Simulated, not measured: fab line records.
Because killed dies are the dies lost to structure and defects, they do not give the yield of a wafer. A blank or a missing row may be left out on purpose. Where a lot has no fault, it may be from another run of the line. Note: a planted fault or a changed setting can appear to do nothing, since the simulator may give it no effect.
Which tool did it? | flow ritCmos | Sampling: 14 lots, 42 wafers, 2 of 202 route steps

== WHAT THE GAUGES READ, wafer by wafer ==
RIT_NSD_TW_MEAS_10.
lot  | measured    | on           | NSD_TW
L722 | day 3 00:46 | filmMetro-04 | 3111 3104 3100
L723 | day 3 03:49 | filmMetro-03 | 3104 3103 3117
L724 | day 3 10:56 | filmMetro-04 | 3097 3088 3105
L726 | day 3 21:29 | filmMetro-02 | 3075 3083 3086
L727 | day 4 00:56 | filmMetro-02 | 3122 3113 3108
L728 | day 4 04:32 | filmMetro-02 | 3101 3106 3111
L729 | day 4 10:57 | filmMetro-04 | 3085 3075 3072
L733 | day 5 06:05 | filmMetro-04 | 3053 3047 3061
L736 | day 5 22:00 | filmMetro-03 | 3063 3067 3065
L737 | day 6 02:01 | filmMetro-03 | 3114 3115 3130
L739 | day 6 12:49 | filmMetro-02 | 3091 3105 3092
L741 | day 6 22:44 | filmMetro-04 | 3075 3084 3078
L743 | day 7 10:14 | filmMetro-02 | 3082 3073 3081
L745 | day 7 23:56 | filmMetro-04 | 3099 3092 3095

== WHAT TOOL EACH LOT RAN ON (gives the tool, then ch and the chambers of the sampled wafers, and finally the start) ==
lot  | RIT_NSD_IMPLANT_08
L722 | implanter-04 ch 0, day 3 00:27
L723 | implanter-01 ch 0, day 3 03:31
L724 | implanter-04 ch 0, day 3 10:37
L726 | implanter-04 ch 0, day 3 21:09
L727 | implanter-04 ch 0, day 4 00:37
L728 | implanter-04 ch 0, day 4 04:13
L729 | implanter-04 ch 0, day 4 10:38
L733 | implanter-04 ch 0, day 5 05:46
L736 | implanter-04 ch 0, day 5 21:41
L737 | implanter-01 ch 0, day 6 01:41
L739 | implanter-01 ch 0, day 6 12:30
L741 | implanter-01 ch 0, day 6 22:25
L743 | implanter-02 ch 0, day 7 09:56
L745 | implanter-02 ch 0, day 7 23:39
- RIT_NSD_IMPLANT_08

== AS READ BY THE TOOLS THEMSELVES (means over the sampled wafers that have a number; for cases with no such wafer, the mark the record gives instead) ==
RIT_NSD_IMPLANT_08.
lot  | tool         | beamEnergyKeV | doseIonsCm2
L722 | implanter-04 | 25.007        | 9.995e+14
L723 | implanter-01 | 25.001        | 9.988e+14
L724 | implanter-04 | 25.005        | 1.000e+15
L726 | implanter-04 | 25.005        | 9.992e+14
L727 | implanter-04 | 25.004        | 1.000e+15
L728 | implanter-04 | 25.002        | 9.998e+14
L729 | implanter-04 | 24.996        | 9.993e+14
L733 | implanter-04 | 23.511        | 1.000e+15
L736 | implanter-04 | 23.529        | 9.990e+14
L737 | implanter-01 | 24.999        | 1.000e+15
L739 | implanter-01 | 24.994        | 9.995e+14
L741 | implanter-01 | 24.998        | 1.000e+15
L743 | implanter-02 | 25.002        | 1.001e+15
L745 | implanter-02 | 25.001        | 9.980e+14

== THE ANSWER, worked out from the rows above alone ==
Rule: the lots themselves supply what counts as usual. Put in order of their means at a reading, lots are off if they are a third of the lots or fewer, leave a main group of 4 or more, and stand apart from it by a gap of 3 or more times the standard deviation of the main group's means; of several such gaps the widest counts. If all means in a main group match to the digits the tables above print for the reading, that group is not used. Also off: a lot with no number at a reading for which 4 or more lots have one. The other lots that the step has rows for count as sound. After the gauges, taken in route order, come the tools' own readings; for these a lot's mean is taken, as printed above. At the first step where some lot is off, the reading lying furthest off is the one used; lots without a number count as furthest.
Off at RIT_NSD_IMPLANT_08 (beamEnergyKeV): L733, L736. The main group: mean 25.001, standard deviation 0.0037.
If a tool, at that step or one of the process steps before it, ran each lot that is off and ran no sound lot following the first of them, it fits. One candidate fits, namely implanter-04 at RIT_NSD_IMPLANT_08. Its last sound lot is L729 (day 4 10:38), its first lot that is off L733 (day 5 05:46): a fault that began between those two fits.
The tool's own readings at RIT_NSD_IMPLANT_08 bear it out: on the lots that are off they differ by more than 5 times the standard deviation of the sound lots' means. beamEnergyKeV reads 23.520 there against 25.001 on the sound lots.

== WHAT WAS PUT IN BY THE SIMULATOR ==
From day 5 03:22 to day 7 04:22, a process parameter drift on implanter-04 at RIT_NSD_IMPLANT_08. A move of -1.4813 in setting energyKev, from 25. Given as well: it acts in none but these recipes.
Shown lots that were struck: L733, L736. This agrees with what the rule above found.
